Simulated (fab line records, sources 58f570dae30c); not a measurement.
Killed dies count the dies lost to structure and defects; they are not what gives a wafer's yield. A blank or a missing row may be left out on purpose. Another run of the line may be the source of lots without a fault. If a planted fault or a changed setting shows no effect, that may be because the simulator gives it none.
The tool behind it: which one? | flow berkeleyCmos170 | 42 wafers from 14 lots sampled at 2 of the route's 331 steps

## WHAT EACH GAUGE READ, for each wafer
UCB170_PFIELD_TW_MEAS_09. Usual: for PFIELD_TW the level is 598 and the standard deviation is 3.
lot  | measured    | on           | PFIELD_TW               | flag
L934 | day 4 13:39 | filmMetro-04 | 602 605 602             | 
L935 | day 4 16:49 | filmMetro-02 | 597 594 591             | 
L936 | day 4 20:05 | filmMetro-02 | 597 596 598             | 
L937 | day 5 03:39 | filmMetro-02 | 598 598 596             | 
L939 | day 5 18:47 | filmMetro-02 | 597 600 599             | 
L942 | day 6 13:47 | filmMetro-04 | 600 601 602             | 
L944 | day 6 18:08 | filmMetro-02 | 595 596 595             | 
L948 | day 7 06:35 | filmMetro-04 | 601 602 602             | 
L951 | day 8 01:50 | filmMetro-01 | 596 595 599             | 
L952 | day 8 02:14 | filmMetro-02 | 492 491 496 494 492 494 | OFF
L953 | day 8 12:02 | filmMetro-01 | 495 493 491 492 490 493 | OFF
L956 | day 8 18:40 | filmMetro-01 | 598 596 597             | 
L955 | day 8 19:07 | filmMetro-04 | 598 597 597             | 
L957 | day 8 19:13 | filmMetro-01 | 597 593 600             | 

## WHICH TOOL RAN EACH LOT (tool, then ch and the chambers of the sampled wafers, then the start)
lot  | UCB170_PFIELD_IMPLANT_07
L934 | implanter-04 ch 0, day 4 13:26
L935 | implanter-03 ch 0, day 4 16:34
L936 | implanter-02 ch 0, day 4 19:50
L937 | implanter-03 ch 0, day 5 03:25
L939 | implanter-02 ch 0, day 5 18:32
L942 | implanter-04 ch 0, day 6 13:32
L944 | implanter-04 ch 0, day 6 17:53
L948 | implanter-02 ch 0, day 7 06:20
L951 | implanter-04 ch 0, day 8 01:35
L952 | implanter-03 ch 0, day 8 02:01
L953 | implanter-03 ch 0, day 8 11:48
L956 | implanter-02 ch 0, day 8 18:25
L955 | implanter-02 ch 0, day 8 18:52
L957 | implanter-04 ch 0, day 8 18:58
- UCB170_PFIELD_IMPLANT_07

## WHAT THE TOOLS THEMSELVES READ (means of the sampled wafers that have a number; where no wafer has one, the mark that the record gives instead)
UCB170_PFIELD_IMPLANT_07. Usual: beamEnergyKeV 79.998, standard deviation 0.022; beamOnS 10.01 s, standard deviation 0.19; doseIonsCm2 2e+13, standard deviation 2.4e+10; faradayCurrentUA 63.3, standard deviation 1.2.
lot  | tool         | beamEnergyKeV | beamOnS (s) | doseIonsCm2 | faradayCurrentUA | flag
L934 | implanter-04 | 80.006        | 10.03       | 2e+13       | 63.2             | 
L935 | implanter-03 | 80.008        | 10.02       | 2e+13       | 63.5             | 
L936 | implanter-02 | 80.000        | 10.12       | 2e+13       | 62.8             | 
L937 | implanter-03 | 79.999        | 9.96        | 2e+13       | 63.9             | 
L939 | implanter-02 | 79.987        | 10.12       | 2e+13       | 62.6             | 
L942 | implanter-04 | 79.984        | 9.96        | 2e+13       | 63.8             | 
L944 | implanter-04 | 79.972        | 10.11       | 2e+13       | 62.8             | 
L948 | implanter-02 | 80.000        | 10.03       | 2e+13       | 63.3             | 
L951 | implanter-04 | 80.008        | 9.98        | 2e+13       | 63.6             | 
L952 | implanter-03 | 80.025        | 10.11       | 1e+13       | 33.4             | OFF
L953 | implanter-03 | 80.008        | 10.10       | 1e+13       | 33.7             | OFF
L956 | implanter-02 | 79.989        | 10.09       | 2e+13       | 62.8             | 
L955 | implanter-02 | 79.988        | 9.80        | 2e+13       | 64.6             | 
L957 | implanter-04 | 80.007        | 10.18       | 2e+13       | 62.3             | 

## THE ANSWER, worked out from the rows above alone
Rule: lot off if the mean of its wafers having a number is beyond 3 standard deviations from the usual mean. A lot without any number at a reading at which 4 lots or more have one is off too. Where the step has rows for the other lots, those lots are counted as sound. First the gauges in route order, then the tools' own readings, where a lot's mean is used as printed above. At the first step where some lot is off, the reading lying furthest off is the one used; lots without a number count as furthest.
Off: L952, L953, seen at UCB170_PFIELD_TW_MEAS_09 (PFIELD_TW).
If a tool, at a process step before that reading, ran all the lots that are off and no sound lot after the first of them, it fits. The gauges at UCB170_PFIELD_TW_MEAS_09 aren't tried: what is off there is off at UCB170_PFIELD_IMPLANT_07 too, on other tools, and a gauge's error can't cause that. One fits: UCB170_PFIELD_IMPLANT_07 on implanter-03. Its last sound lot is L937 (day 5 03:25), its first lot that is off L952 (day 8 02:01): a fault that began between those two fits.
The tool's own readings at UCB170_PFIELD_IMPLANT_07 bear it out: on the lots that are off they differ by more than 5 times the standard deviation of the sound lots' means. doseIonsCm2 reads 1e+13 there against 2e+13 on the sound lots; faradayCurrentUA reads 33.5 there against 63.3 on the sound lots.

## WHAT THE SIMULATOR HAD INSERTED
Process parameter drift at UCB170_PFIELD_IMPLANT_07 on implanter-03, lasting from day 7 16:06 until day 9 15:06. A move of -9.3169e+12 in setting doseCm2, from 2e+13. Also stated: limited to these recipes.
Struck lots among those shown: L952, L953. Same finding as the rule above.
